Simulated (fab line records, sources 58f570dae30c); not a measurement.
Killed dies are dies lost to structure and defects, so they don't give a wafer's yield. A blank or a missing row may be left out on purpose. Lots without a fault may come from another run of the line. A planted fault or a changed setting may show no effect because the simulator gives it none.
fab line records | flow berkeley_cmos170
record lots=15 wafers=45 last_day=12
route steps=331 shown GATE@131 NLDD@165
lots that met no fault: from a run of the same line without faults
start_h: hours from the record's first day to the start of the lot's first wafer shown | wait_h: hours since the lot's step before | " the same as in the row above | L1.1+2: a row that stands for several wafers | - no value, or no start given | * or withheld: withheld | < > ~ a bound
route shown NAME@n: a module of which the file shows steps, and the number in the route of the first | usual: mean/standard deviation of fault-free wafers | same: alike in all rows | chamber/n: place in a boat | sites: the reading at each site | _std_site: their standard deviation | _edge_site: outer sites' mean less inner sites' | radius_mm: how far each site lies from the wafer's centre | mask NAME#n: copy n | behind: the tool/chamber that last shaped the wafer | hold: why the lot was held/for how many hours/how that ended | device: the transistor (n, p or np) that didn't switch | end of line: the same wafers' tests at the end of the route | a step without rows: its recipe alone | killed: dies lost to structure and defects at the first sort, not the wafer's yield | map: a wafer's dies, x killed, . not, _ none there
set.NAME: the setting as run; set.NAME@STEP: as run at that earlier step | model.NAME: the simulator's own value behind a step, which no gauge read
steps of the route over a sample of lots; a table a step, a row a wafer
services: from which hour (start_h, from the record's first day; less than 0 if before it) a tool's chamber was out of use, for how many hours, and why
## steps
# step UCB170_GATE_THK_MEAS_05
# recipe reads=poly-Si_of_GATE_CVD_04
# usual GATE_POLY_THK=214.5/2.4
# columns lot.wafer tool chamber start_h wait_h GATE_POLY_THK[nm]
L654.1 film_metro-01 - 136.44 0.1 208.5
L654.3 " - " " 210.4
L654.5 " - " " 209.5
L657.1 film_metro-04 - 143.15 0.0 215.0
L657.4 " - " " 215.5
L657.5 " - " " 217.7
L655.2 film_metro-01 - 143.16 0.0 215.3
L655.4 " - " " 214.7
L655.6 " - " " 215.1
L658.1 film_metro-04 - 164.79 0.0 217.5
L658.4 " - " " 216.9
L658.6 " - " " 217.9
L660.2 film_metro-01 - 164.79 0.0 218.1
L660.3 " - " " 217.4
L660.4 " - " " 215.1
L659.2 film_metro-02 - 164.80 0.0 213.5
L659.4 " - " " 211.6
L659.5 " - " " 212.5
L670.3 film_metro-04 - 200.22 0.0 215.6
L670.5 " - " " 215.5
L670.6 " - " " 216.2
L669.2 film_metro-02 - 200.27 0.1 215.8
L669.5 " - " " 217.3
L669.6 " - " " 216.1
L672.1 film_metro-02 - 225.34 0.0 215.5
L672.2 " - " " 216.0
L672.5 " - " " 216.8
L673.1 film_metro-01 - 225.34 0.0 213.8
L673.2 " - " " 212.9
L673.3 " - " " 213.8
L671.2 film_metro-04 - 225.35 0.0 219.8
L671.4 " - " " 218.9
L671.6 " - " " 216.5
L674.2 film_metro-02 - 236.98 0.0 215.8
L674.4 " - " " 216.1
L674.6 " - " " 215.3
L676.1 film_metro-04 - 237.03 0.1 218.8
L676.3 " - " " 216.6
L676.5 " - " " 216.4
L675.1 film_metro-02 - 237.03 0.1 214.9
L675.2 " - " " 214.3
L675.4 " - " " 214.7
L677.1 film_metro-04 - 245.64 0.0 210.6
L677.3 " - " " 208.5
L677.5 " - " " 210.7
# step UCB170_GATE_STRIP_16
# recipe chemistry=O2 power_w=400 pressure_mtorr=3500 platen_temp_c=withheld o2_flow_sccm=400 overash_fraction=0.5
# usual drypump_motor_current_A=5.8/0.41 o2_flow_sccm=399.9/1.2 oes_product_au=0.724/0.0048
# columns lot.wafer tool chamber start_h wait_h drypump_motor_current_A o2_flow_sccm oes_product_au rf_hours_counter_h
L654.1 plasma_asher-01 1 137.89 0.0 5.9 399.0 0.727 42
L654.3 " 0 " " 5.6 398.5 0.722 -
L654.5 " 1 " " 5.9 400.3 0.725 -
L657.1 plasma_asher-02 1 144.66 0.0 5.0 400.7 0.715 3
L657.4 " 0 " " 6.2 400.6 0.721 -
L657.5 " 0 " " 6.3 398.3 0.730 -
L655.2 plasma_asher-01 1 144.90 0.0 5.9 400.9 0.724 43
L655.4 " 1 " " 5.9 400.4 0.733 -
L655.6 " 1 " " 5.9 401.7 0.723 -
L660.2 plasma_asher-04 0 166.05 0.0 6.1 401.6 0.722 48
L660.3 " 0 " " 6.1 403.3 0.728 -
L660.4 " 1 " " 6.2 399.6 0.734 -
L659.2 plasma_asher-01 0 166.17 0.0 5.6 398.6 0.731 45
L659.4 " 1 " " 5.9 398.2 0.721 -
L659.5 " 0 " " 5.5 398.6 0.729 -
L658.1 plasma_asher-02 0 166.36 0.0 6.3 400.1 0.727 6
L658.4 " 0 " " 6.2 400.0 0.724 -
L658.6 " 0 " " 6.3 400.2 0.716 -
L670.3 plasma_asher-02 0 201.78 0.1 6.2 401.0 0.714 -
L670.5 " 1 " " 5.0 399.9 0.718 -
L670.6 " 0 " " 6.2 401.4 0.731 -
L669.2 plasma_asher-01 1 202.29 0.0 5.9 400.9 0.727 50
L669.5 " 1 " " 5.9 400.3 0.725 -
L669.6 " 0 " " 5.6 399.5 0.724 -
L671.2 plasma_asher-04 1 226.61 0.0 6.1 401.5 0.718 55
L671.4 " 1 " " 6.1 399.4 0.723 -
L671.6 " 0 " " 6.0 400.6 0.731 -
L672.1 plasma_asher-01 1 226.82 0.0 5.8 400.9 0.731 52
L672.2 " 0 " " 5.5 397.9 0.728 52
L672.5 " 1 " " 5.9 400.3 0.722 -
L673.1 plasma_asher-02 0 226.88 0.0 6.2 400.4 0.723 12
L673.2 " 1 " " 5.0 399.3 0.722 12
L673.3 " 1 " " 5.0 400.5 0.721 -
L674.2 plasma_asher-02 0 238.61 0.0 6.2 401.8 0.727 13
L674.4 " 1 " " 5.0 399.8 0.724 -
L674.6 " 0 " " 6.2 401.9 0.723 -
L676.1 plasma_asher-01 0 238.69 0.0 5.6 400.9 0.721 53
L676.3 " 0 " " 5.5 401.2 0.723 -
L676.5 " 0 " " 5.6 400.1 0.722 -
L675.1 plasma_asher-02 0 238.73 0.0 6.2 398.9 0.719 13
L675.2 " 1 " " 5.0 400.6 0.717 13
L675.4 " 0 " " 6.2 398.3 0.721 -
L677.1 plasma_asher-01 0 246.91 0.0 5.5 398.0 0.730 55
L677.3 " 0 " " 5.6 399.0 0.728 -
L677.5 " 0 " " 5.6 398.7 0.728 -
# step UCB170_NLDD_OVL_MEAS_07
# usual NLDD_OVL=1/6.9
# columns lot.wafer tool chamber start_h wait_h NLDD_OVL[nm]
L654.1 overlay-01 - 142.11 0.1 -12
L654.3 " - " " -9
L654.5 " - " " -9
L655.2 overlay-02 - 151.19 0.1 6
L655.4 " - " " 6
L655.6 " - " " 6
L657.1 overlay-01 - 151.46 0.1 -7
L657.4 " - " " -5
L657.5 " - " " -5
L660.2 overlay-01 - 169.99 0.1 17
L660.3 " - " " 9
L660.4 " - " " 10
L659.2 overlay-02 - 170.27 0.1 11
L659.4 " - " " 8
L659.5 " - " " 8
L658.1 overlay-01 - 170.43 0.1 2
L658.4 " - " " 7
L658.6 " - " " 6
L670.3 overlay-02 - 207.14 0.1 -1
L670.5 " - " " -1
L670.6 " - " " 1
L669.2 overlay-01 - 208.68 0.1 3
L669.5 " - " " 6
L669.6 " - " " 9
L671.2 overlay-01 - 230.73 0.1 1
L671.4 " - " " -3
L671.6 " - " " 1
L672.1 overlay-01 - 230.94 0.1 -9
L672.2 " - " " -8
L672.5 " - " " -8
L673.1 overlay-02 - 231.24 0.1 4
L673.2 " - " " 10
L673.3 " - " " 5
L674.2 overlay-01 - 243.81 0.1 1
L674.4 " - " " 7
L674.6 " - " " 8
L676.1 overlay-01 - 244.63 0.1 4
L676.3 " - " " 7
L676.5 " - " " 6
L675.1 overlay-01 - 244.70 0.1 3
L675.2 " - " " 7
L675.4 " - " " -2
L677.1 overlay-02 - 250.94 0.1 -1
L677.3 " - " " -1
L677.5 " - " " -3
# step UCB170_NLDD_STRIP_10
# recipe chemistry=O2 power_w=400 pressure_mtorr=3500 platen_temp_c=withheld o2_flow_sccm=400 overash_fraction=0.5
# usual drypump_motor_current_A=5.9/0.45 o2_flow_sccm=399.9/1.2 oes_product_au=0.735/0.0047 strip_time_to_endpoint_s=21.64/0.06
# columns lot.wafer tool chamber start_h wait_h drypump_motor_current_A o2_flow_sccm oes_product_au rf_hours_counter_h strip_time_to_endpoint_s
L654.1 plasma_asher-01 0 142.45 0.1 5.6 399.9 0.727 42 21.64
L654.3 " 1 " " 5.8 398.9 0.735 - 21.59
L654.5 " 0 " " 5.6 400.2 0.733 - 21.66
L655.2 plasma_asher-01 0 151.52 0.1 5.6 401.0 0.739 43 21.66
L655.4 " 0 " " 5.5 401.0 0.735 - 21.73
L655.6 " 0 " " 5.6 400.0 0.729 - 21.70
L657.1 plasma_asher-01 1 151.80 0.1 5.9 480.0 0.745 44 21.00
L657.4 " 0 " " 5.6 481.2 0.747 - 21.10
L657.5 " 0 " " 5.6 480.1 0.746 - 21.06
L660.2 plasma_asher-01 0 170.32 0.1 5.5 479.0 0.744 46 21.10
L660.3 " 1 " " 5.9 479.6 0.755 - 20.98
L660.4 " 0 " " 5.6 479.1 0.753 - 20.97
L659.2 plasma_asher-01 0 170.60 0.1 5.6 479.5 0.750 46 21.16
L659.4 " 1 " " 5.9 480.8 0.756 - 21.16
L659.5 " 1 " " 5.9 481.5 0.746 - 21.15
L658.1 plasma_asher-03 0 170.76 0.1 6.6 401.5 0.728 43 21.70
L658.4 " 0 " " 6.6 400.8 0.737 - 21.70
L658.6 " 1 " " 5.9 400.5 0.742 - 21.69
L670.3 plasma_asher-03 0 207.50 0.1 6.6 400.3 0.728 - 21.65
L670.5 " 0 " " 6.6 400.8 0.747 - 21.62
L670.6 " 1 " " 6.0 400.9 0.733 - 21.66
L669.2 plasma_asher-03 1 209.01 0.1 5.9 399.5 0.736 47 21.65
L669.5 " 1 " " 5.9 399.1 0.736 - 21.68
L669.6 " 0 " " 6.7 397.6 0.730 - 21.69
L671.2 plasma_asher-02 0 231.06 0.1 6.2 401.4 0.736 13 21.71
L671.4 " 1 " " 5.0 400.4 0.739 - 21.67
L671.6 " 1 " " 5.0 399.8 0.734 - 21.72
L672.1 plasma_asher-03 0 231.28 0.1 6.6 402.3 0.736 50 21.68
L672.2 " 1 " " 5.9 397.4 0.728 50 21.64
L672.5 " 0 " " 6.6 401.3 0.738 - 21.70
L673.1 plasma_asher-02 1 231.58 0.1 5.0 401.2 0.744 13 21.65
L673.2 " 0 " " 6.3 401.2 0.725 13 21.71
L673.3 " 1 " " 5.0 400.0 0.743 - 21.68
L674.2 plasma_asher-01 1 244.14 0.1 5.9 399.3 0.731 54 21.74
L674.4 " 0 " " 5.5 398.9 0.731 - 21.75
L674.6 " 0 " " 5.6 398.0 0.734 - 21.73
L676.1 plasma_asher-01 0 244.97 0.1 5.5 401.9 0.733 54 21.66
L676.3 " 1 " " 5.9 400.9 0.731 - 21.58
L676.5 " 0 " " 5.5 400.5 0.736 - 21.72
L675.1 plasma_asher-02 0 245.03 0.1 6.2 399.8 0.737 15 21.68
L675.2 " 1 " " 5.0 399.5 0.735 15 21.66
L675.4 " 1 " " 5.0 399.9 0.733 - 21.67
L677.1 plasma_asher-01 0 251.28 0.1 5.6 402.3 0.735 56 21.60
L677.3 " 0 " " 5.5 400.7 0.740 - 21.61
L677.5 " 1 " " 5.9 400.9 0.744 - 21.59
## services
# columns tool chamber start_h hours kind
plasma_asher-02 0 117.75 - clean
plasma_asher-02 1 117.75 - clean
plasma_asher-03 - 141.58 3.5 repair
plasma_asher-01 - 199.44 0.4 repair
plasma_asher-01 - 213.65 0.5 repair
plasma_asher-04 - 223.04 2.1 repair
plasma_asher-04 - 229.47 14.6 pm
plasma_asher-03 - 246.54 13.5 repair
## key
first_sign step=UCB170_NLDD_STRIP_10 reading=o2_flow_sccm direction=up sigmas=68 usual=399.9 struck=480.1
effect step=UCB170_NLDD_STRIP_10 reading=strip_time_to_endpoint_s direction=down sigmas=9.4 usual=* struck=*
met_at UCB170_NLDD_STRIP_10
struck_lots L657,L659,L660
sort_left_out L660.2,L660.3,L660.4
tester_left_out L657,L659,L660
not_acting_at UCB170_GATE_THK_MEAS_05,UCB170_GATE_STRIP_16,UCB170_NLDD_OVL_MEAS_07
onset_between 151.52 151.80
fault kind=process_parameter_drift tool=plasma_asher-01 chamber=- onset_h=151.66 steps=UCB170_NLDD_STRIP_10 channel=o2_flow_sccm offset=80 shape=step end_h=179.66 acts_in=these_recipes_only stated=400
# tester_left_out: of these lots the tester's yield and bins aren't shown, on N5 and GAA mostly nor the transistor test; their killed dies are dies lost to structure and defects alone, not to doping, threshold or leakage, so they don't give the yield
# sort_left_out: the simulated sort isn't trusted on such a fault, so these wafers' sort isn't shown, and their yield isn't known
